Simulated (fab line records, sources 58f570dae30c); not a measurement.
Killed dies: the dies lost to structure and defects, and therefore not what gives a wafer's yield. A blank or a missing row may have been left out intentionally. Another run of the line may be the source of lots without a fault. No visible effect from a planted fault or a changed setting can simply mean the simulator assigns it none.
fab line records / flow berkeleyCmos170
record: lots: 5 wafers: 27
route steps=331 shown V2@292
startH: start of the lot's first displayed wafer, in hours after the record's first day / waitH: hours from the lot's prior step to this one / " as in the row above / L1.1+2: one row covering several wafers at once / - no value, or no start given / * or withheld: withheld / < > ~ a bound
route shown NAME@n: a module of which the file shows steps, and the number in the route of the first / usual: mean and standard deviation over wafers with no fault / same: alike in all rows / chamber/n: place in a boat / sites: each site's reading / _std_site: standard deviation of those values / _edge_site: mean of outer sites minus mean of inner sites / radiusMm: for every site, how far away it sits from the centre of the wafer / mask NAME#n: copy n / behind: tool/chamber where the wafer was last shaped / hold: what put the lot on hold/how long, in hours/how the hold closed / device: the transistor (n, p or np) that didn't switch / end of line: the same wafers' tests at the end of the route / for a step that has no rows: nothing shown but its recipe / killed: dies that structure and defects cost at the first sort, which is not the same as the wafer's yield / map: a wafer's dies, x killed, . not, _ none there
set.NAME: the setting as run; set.NAME@STEP: as run at that earlier step / model.NAME: the simulator's own value behind a step, which no gauge read
one table per step and one row per wafer, for lots whose settings were changed on purpose
== steps ==
step: UCB170_V2_CVD_00
recipe: material: SiO2 targetThkNm: 2000 tempC: 390 precursor: TEOS/O2 timeS: 250 rfW: 550 pressureMtorr: 9000
lot.wafer=L075.2 tool=pecvd-03 chamber=2 startH=168.40 waitH=0.1 set.timeS=250 model.SiO2_of_V2_CVD_00.thkNm=1919
lot.wafer=L075.4 tool=pecvd-03 chamber=1 startH=168.40 waitH=0.1 set.timeS=250 model.SiO2_of_V2_CVD_00.thkNm=2010
lot.wafer=L075.6 tool=pecvd-03 chamber=0 startH=168.40 waitH=0.1 set.timeS=250 model.SiO2_of_V2_CVD_00.thkNm=2001
lot.wafer=L081.1 tool=pecvd-04 chamber=1 startH=195.29 waitH=0.1 set.timeS=250 model.SiO2_of_V2_CVD_00.thkNm=2020
lot.wafer=L081.2 tool=pecvd-04 chamber=0 startH=195.29 waitH=0.1 set.timeS=250 model.SiO2_of_V2_CVD_00.thkNm=1995
lot.wafer=L081.3 tool=pecvd-04 chamber=2 startH=195.29 waitH=0.1 set.timeS=250 model.SiO2_of_V2_CVD_00.thkNm=2024
lot.wafer=L081.4 tool=pecvd-04 chamber=2 startH=195.29 waitH=0.1 set.timeS=250 model.SiO2_of_V2_CVD_00.thkNm=2041
lot.wafer=L081.5 tool=pecvd-04 chamber=0 startH=195.29 waitH=0.1 set.timeS=250 model.SiO2_of_V2_CVD_00.thkNm=2046
lot.wafer=L081.6 tool=pecvd-04 chamber=1 startH=195.29 waitH=0.1 set.timeS=250 model.SiO2_of_V2_CVD_00.thkNm=2032
lot.wafer=L083.1 tool=pecvd-03 chamber=1 startH=208.89 waitH=0.1 set.timeS=250 model.SiO2_of_V2_CVD_00.thkNm=2025
lot.wafer=L083.2 tool=pecvd-03 chamber=0 startH=208.89 waitH=0.1 set.timeS=250 model.SiO2_of_V2_CVD_00.thkNm=2026
lot.wafer=L083.3 tool=pecvd-03 chamber=2 startH=208.89 waitH=0.1 set.timeS=250 model.SiO2_of_V2_CVD_00.thkNm=1994
lot.wafer=L083.4 tool=pecvd-03 chamber=0 startH=208.89 waitH=0.1 set.timeS=250 model.SiO2_of_V2_CVD_00.thkNm=2064
lot.wafer=L083.5 tool=pecvd-03 chamber=2 startH=208.89 waitH=0.1 set.timeS=250 model.SiO2_of_V2_CVD_00.thkNm=2029
lot.wafer=L083.6 tool=pecvd-03 chamber=1 startH=208.89 waitH=0.1 set.timeS=250 model.SiO2_of_V2_CVD_00.thkNm=2046
lot.wafer=L085.1 tool=pecvd-03 chamber=0 startH=221.21 waitH=0.1 set.timeS=177.9 model.SiO2_of_V2_CVD_00.thkNm=1444
lot.wafer=L085.2 tool=pecvd-03 chamber=1 startH=221.21 waitH=0.1 set.timeS=177.9 model.SiO2_of_V2_CVD_00.thkNm=1425
lot.wafer=L085.3 tool=pecvd-03 chamber=2 startH=221.21 waitH=0.1 set.timeS=177.9 model.SiO2_of_V2_CVD_00.thkNm=1410
lot.wafer=L085.4 tool=pecvd-03 chamber=0 startH=221.21 waitH=0.1 set.timeS=250 model.SiO2_of_V2_CVD_00.thkNm=2031
lot.wafer=L085.5 tool=pecvd-03 chamber=1 startH=221.21 waitH=0.1 set.timeS=250 model.SiO2_of_V2_CVD_00.thkNm=2027
lot.wafer=L085.6 tool=pecvd-03 chamber=2 startH=221.21 waitH=0.1 set.timeS=250 model.SiO2_of_V2_CVD_00.thkNm=2032
lot.wafer=L084.1 tool=pecvd-04 chamber=1 startH=221.87 waitH=0.1 set.timeS=337.4 model.SiO2_of_V2_CVD_00.thkNm=2655
lot.wafer=L084.2 tool=pecvd-04 chamber=0 startH=221.87 waitH=0.1 set.timeS=337.4 model.SiO2_of_V2_CVD_00.thkNm=2684
lot.wafer=L084.3 tool=pecvd-04 chamber=2 startH=221.87 waitH=0.1 set.timeS=250 model.SiO2_of_V2_CVD_00.thkNm=2001
lot.wafer=L084.4 tool=pecvd-04 chamber=0 startH=221.87 waitH=0.1 set.timeS=250 model.SiO2_of_V2_CVD_00.thkNm=2026
lot.wafer=L084.5 tool=pecvd-04 chamber=2 startH=221.87 waitH=0.1 set.timeS=337.4 model.SiO2_of_V2_CVD_00.thkNm=2728
lot.wafer=L084.6 tool=pecvd-04 chamber=1 startH=221.87 waitH=0.1 set.timeS=250 model.SiO2_of_V2_CVD_00.thkNm=2025
step: UCB170_V2_THK_MEAS_01
recipe: reads: SiO2_of_V2_CVD_00
usual: V2_TEOS_THK: 2008/28
lot.wafer=L075.2 tool=filmMetro-03 chamber=- startH=168.56 waitH=0.1 set.timeS@V2_CVD_00=250 V2_TEOS_THK[nm]=1918
lot.wafer=L075.4 tool=filmMetro-03 chamber=- startH=168.56 waitH=0.1 set.timeS@V2_CVD_00=250 V2_TEOS_THK[nm]=2009
lot.wafer=L075.6 tool=filmMetro-03 chamber=- startH=168.56 waitH=0.1 set.timeS@V2_CVD_00=250 V2_TEOS_THK[nm]=2001
lot.wafer=L081.1 tool=filmMetro-03 chamber=- startH=195.44 waitH=0.1 set.timeS@V2_CVD_00=250 V2_TEOS_THK[nm]=2021
lot.wafer=L081.2 tool=filmMetro-03 chamber=- startH=195.44 waitH=0.1 set.timeS@V2_CVD_00=250 V2_TEOS_THK[nm]=1994
lot.wafer=L081.3 tool=filmMetro-03 chamber=- startH=195.44 waitH=0.1 set.timeS@V2_CVD_00=250 V2_TEOS_THK[nm]=2023
lot.wafer=L081.4 tool=filmMetro-03 chamber=- startH=195.44 waitH=0.1 set.timeS@V2_CVD_00=250 V2_TEOS_THK[nm]=2042
lot.wafer=L081.5 tool=filmMetro-03 chamber=- startH=195.44 waitH=0.1 set.timeS@V2_CVD_00=250 V2_TEOS_THK[nm]=2046
lot.wafer=L081.6 tool=filmMetro-03 chamber=- startH=195.44 waitH=0.1 set.timeS@V2_CVD_00=250 V2_TEOS_THK[nm]=2033
lot.wafer=L083.1 tool=filmMetro-03 chamber=- startH=209.05 waitH=0.1 set.timeS@V2_CVD_00=250 V2_TEOS_THK[nm]=2026
lot.wafer=L083.2 tool=filmMetro-03 chamber=- startH=209.05 waitH=0.1 set.timeS@V2_CVD_00=250 V2_TEOS_THK[nm]=2026
lot.wafer=L083.3 tool=filmMetro-03 chamber=- startH=209.05 waitH=0.1 set.timeS@V2_CVD_00=250 V2_TEOS_THK[nm]=1995
lot.wafer=L083.4 tool=filmMetro-03 chamber=- startH=209.05 waitH=0.1 set.timeS@V2_CVD_00=250 V2_TEOS_THK[nm]=2063
lot.wafer=L083.5 tool=filmMetro-03 chamber=- startH=209.05 waitH=0.1 set.timeS@V2_CVD_00=250 V2_TEOS_THK[nm]=2028
lot.wafer=L083.6 tool=filmMetro-03 chamber=- startH=209.05 waitH=0.1 set.timeS@V2_CVD_00=250 V2_TEOS_THK[nm]=2047
lot.wafer=L085.1 tool=filmMetro-01 chamber=- startH=221.37 waitH=0.1 set.timeS@V2_CVD_00=177.9 V2_TEOS_THK[nm]=1443
lot.wafer=L085.2 tool=filmMetro-01 chamber=- startH=221.37 waitH=0.1 set.timeS@V2_CVD_00=177.9 V2_TEOS_THK[nm]=1425
lot.wafer=L085.3 tool=filmMetro-01 chamber=- startH=221.37 waitH=0.1 set.timeS@V2_CVD_00=177.9 V2_TEOS_THK[nm]=1409
lot.wafer=L085.4 tool=filmMetro-01 chamber=- startH=221.37 waitH=0.1 set.timeS@V2_CVD_00=250 V2_TEOS_THK[nm]=2030
lot.wafer=L085.5 tool=filmMetro-01 chamber=- startH=221.37 waitH=0.1 set.timeS@V2_CVD_00=250 V2_TEOS_THK[nm]=2027
lot.wafer=L085.6 tool=filmMetro-01 chamber=- startH=221.37 waitH=0.1 set.timeS@V2_CVD_00=250 V2_TEOS_THK[nm]=2032
lot.wafer=L084.1 tool=filmMetro-01 chamber=- startH=222.03 waitH=0.1 set.timeS@V2_CVD_00=337.4 V2_TEOS_THK[nm]=2656
lot.wafer=L084.2 tool=filmMetro-01 chamber=- startH=222.03 waitH=0.1 set.timeS@V2_CVD_00=337.4 V2_TEOS_THK[nm]=2683
lot.wafer=L084.3 tool=filmMetro-01 chamber=- startH=222.03 waitH=0.1 set.timeS@V2_CVD_00=250 V2_TEOS_THK[nm]=2001
lot.wafer=L084.4 tool=filmMetro-01 chamber=- startH=222.03 waitH=0.1 set.timeS@V2_CVD_00=250 V2_TEOS_THK[nm]=2026
lot.wafer=L084.5 tool=filmMetro-01 chamber=- startH=222.03 waitH=0.1 set.timeS@V2_CVD_00=337.4 V2_TEOS_THK[nm]=2726
lot.wafer=L084.6 tool=filmMetro-01 chamber=- startH=222.03 waitH=0.1 set.timeS@V2_CVD_00=250 V2_TEOS_THK[nm]=2026
== key ==
split: step: UCB170_V2_CVD_00 setting: timeS stated: 250 by: wafer
response: step: UCB170_V2_CVD_00 reading: model.SiO2_of_V2_CVD_00.thkNm change: +19.9 per: 1% r: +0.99
response: step: UCB170_V2_THK_MEAS_01 reading: V2_TEOS_THK change: +19.9 per: 1% r: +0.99
